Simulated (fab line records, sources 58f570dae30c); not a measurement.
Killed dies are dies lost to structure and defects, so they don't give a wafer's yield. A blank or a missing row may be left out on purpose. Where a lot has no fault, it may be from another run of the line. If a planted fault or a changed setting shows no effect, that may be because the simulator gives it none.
Struck lot and sound lot, side by side    flow berkeley-cmos170    44 steps out of a route of 331
Sound: wafers L193.2, L193.3, L193.4. The struck wafers were L202.2, L202.4, L202.5. At the end, the cause is stated.
Per side, at each step with rows, come the tool, then ch with its chambers, and then its first start. Under that, the readings that differ: sound wafers    struck wafers    difference of the means    sigmas: that difference in standard deviations of wafers without a fault.
alike: words and numbers the same on both sides, and readings whose means are apart by under 2 such deviations; not compared: readings that were withheld, readings missing a value for some wafer, numbers with overlapping values and no deviation given by the record, and bounds like >300 which may hide the same value.
A row with sigmas, a row that says differs or no value, or rows on one side alone: a step with any of these is where the two part. Numbers that have no deviation but don't overlap get no sigmas and don't part them. A reading missing from all wafers of one side parts the sides only when that side holds two or more wafers.

first, 7 steps without rows for these wafers: UCB170_ACTIVE_CLEAN_17 (cleans in SPM, time 600 s); UCB170_PFIELD_HMDS_00 (prime time 60 s); UCB170_PFIELD_COAT_01 (resist thk 900 nm); UCB170_PFIELD_SOFTBAKE_02 (time 60 s); UCB170_PFIELD_EXPOSE_03 (exposes mask PFIELD, target cd 1500 nm); UCB170_PFIELD_PEB_04; UCB170_PFIELD_DEVELOP_05 (develop time 45 s).
UCB170_PFIELD_OVL_MEAS_06:
  sound on overlay-01, day 6 10:05; struck on overlay-02, day 7 15:11
  alike: PFIELD_OVL
following that, these wafers have no rows for 1 step: UCB170_PFIELD_IMPLANT_07.
UCB170_PFIELD_STRIP_08: strips in O2.
  sound on plasma-asher-03 ch 0,1, day 6 10:16; struck on plasma-asher-01 ch 0,1, day 7 15:22
  alike: drypump-motor-current-A, oes-product-au, strip-time-to-endpoint-s
  not compared: rf-hours-counter-h
UCB170_PFIELD_TW_MEAS_09:
  sound on film-metro-04, day 6 10:23; struck on film-metro-04, day 7 15:29
  alike: PFIELD_TW
then, 1 step without rows for these wafers: UCB170_FIELD_CLEAN_00 (cleans in dHF, time 7.5 s).
UCB170_FIELD_OXIDATION_01: target thk 558.3 nm, ox time 7200 s.
  sound on furnace-02 ch 0, day 6 12:11; struck on furnace-04 ch 0, day 7 18:41
reading                                       sound              struck             difference  sigmas
zone-power-load-pct (%)                       40 39 39           30 30 30           -9          -2
model.SiO2_of_FIELD_OXIDATION_01.thk-nm (nm)  561.6 570.2 565.6  413.4 421.9 418.6  -147.8      
UCB170_FIELD_THK_MEAS_02:
  sound on film-metro-01, day 6 15:12; struck on film-metro-03, day 7 21:42
reading               sound        struck       difference  sigmas
FIELD_OXIDE_THK (nm)  561 570 565  413 422 418  -148        -15
then, 3 steps without rows for these wafers: UCB170_FIELD_ANNEAL_03 (time 1200 s); UCB170_FIELD_WET_ETCH_04 (etches SiO2 in dHF, time 60 s); UCB170_FIELD_WET_ETCH_05 (etches Si3N4 in H3PO4, time 12600 s).
UCB170_FIELD_WET_ETCH_06: etches SiO2 in BOE, time 22 s.
  sound on wet-bench-03 ch 1, day 7 00:19; struck on wet-bench-03 ch 3, day 8 07:17
reading                                       sound            struck             difference  sigmas
model.SiO2_of_FIELD_OXIDATION_01.thk-nm (nm)  444 452.7 448.4  295.7 304.3 300.7  -148.1      
  alike: bath-heat-duty-pct
UCB170_FIELD_THK_MEAS_90:
  sound on film-metro-02, day 7 00:20; struck on film-metro-03, day 8 07:18
reading                      sound        struck       difference  sigmas
FIELD_OXIDE_LEFT_1_THK (nm)  444 453 449  296 304 301  -148        -15
then, 2 steps without rows for these wafers: UCB170_SACOX_CLEAN_00 (cleans in dHF, time 7.5 s); UCB170_SACOX_OXIDATION_01 (target thk 14.4 nm, ox time 2400 s).
UCB170_SACOX_THK_MEAS_02:
  sound on film-metro-03, day 7 04:49; struck on film-metro-03, day 8 12:22
  alike: SACOX_OXIDE_THK
then, 2 steps without rows for these wafers: UCB170_SCREENOX_WET_ETCH_00 (etches SiO2 in dHF, time 200 s); UCB170_SCREENOX_OXIDATION_01 (target thk 14.4 nm, ox time 2400 s).
UCB170_SCREENOX_THK_MEAS_02:
  sound on film-metro-03, day 7 08:25; struck on film-metro-02, day 8 18:35
  alike: SCREENOX_OXIDE_THK
then, 7 steps without rows for these wafers: UCB170_SCREENOX_ANNEAL_03 (time 900 s); UCB170_NVT_HMDS_00 (prime time 60 s); UCB170_NVT_COAT_01 (resist thk 900 nm); UCB170_NVT_SOFTBAKE_02 (time 60 s); UCB170_NVT_EXPOSE_03 (exposes mask PWELL, target cd 3000 nm); UCB170_NVT_PEB_04; UCB170_NVT_DEVELOP_05 (develop time 45 s).
UCB170_NVT_OVL_MEAS_06:
  sound on overlay-01, day 7 15:28; struck on overlay-02, day 9 02:58
  alike: NVT_OVL
following that, these wafers have no rows for 1 step: UCB170_NVT_IMPLANT_07.
UCB170_NVT_STRIP_08: strips in O2.
  sound on plasma-asher-03 ch 0,1, day 7 15:38; struck on plasma-asher-04 ch 0,1, day 9 03:09
  alike: drypump-motor-current-A, oes-product-au, strip-time-to-endpoint-s
  not compared: rf-hours-counter-h
UCB170_NVT_TW_MEAS_09:
  sound on film-metro-01, day 7 15:45; struck on film-metro-01, day 9 03:16
  alike: NVT_TW
then, 6 steps without rows for these wafers: UCB170_NVT_CLEAN_10 (cleans in SPM, time 600 s); UCB170_PVT_HMDS_00 (prime time 60 s); UCB170_PVT_COAT_01 (resist thk 900 nm); UCB170_PVT_SOFTBAKE_02 (time 58.65 s); UCB170_PVT_EXPOSE_03 (exposes mask NWELL, target cd 3000 nm); UCB170_PVT_PEB_04.
UCB170_FIELD_THK_MEAS_91:
  sound on film-metro-02, day 7 18:28; struck on film-metro-02, day 9 05:23
reading                      sound        struck       difference  sigmas
FIELD_OXIDE_LEFT_2_THK (nm)  356 364 360  207 216 212  -148        -15
UCB170_M3_PROBE_99:
  rows exist in the record for the sound wafers here (prober-01, day 10 02:23), none for the struck ones

WHERE THEY PART
Last at UCB170_M3_PROBE_99 as far as this record goes, first at UCB170_FIELD_OXIDATION_01.

WHY: the cause the simulator had injected
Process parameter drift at UCB170_FIELD_OXIDATION_01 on furnace-04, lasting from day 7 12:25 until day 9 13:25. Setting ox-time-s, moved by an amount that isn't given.
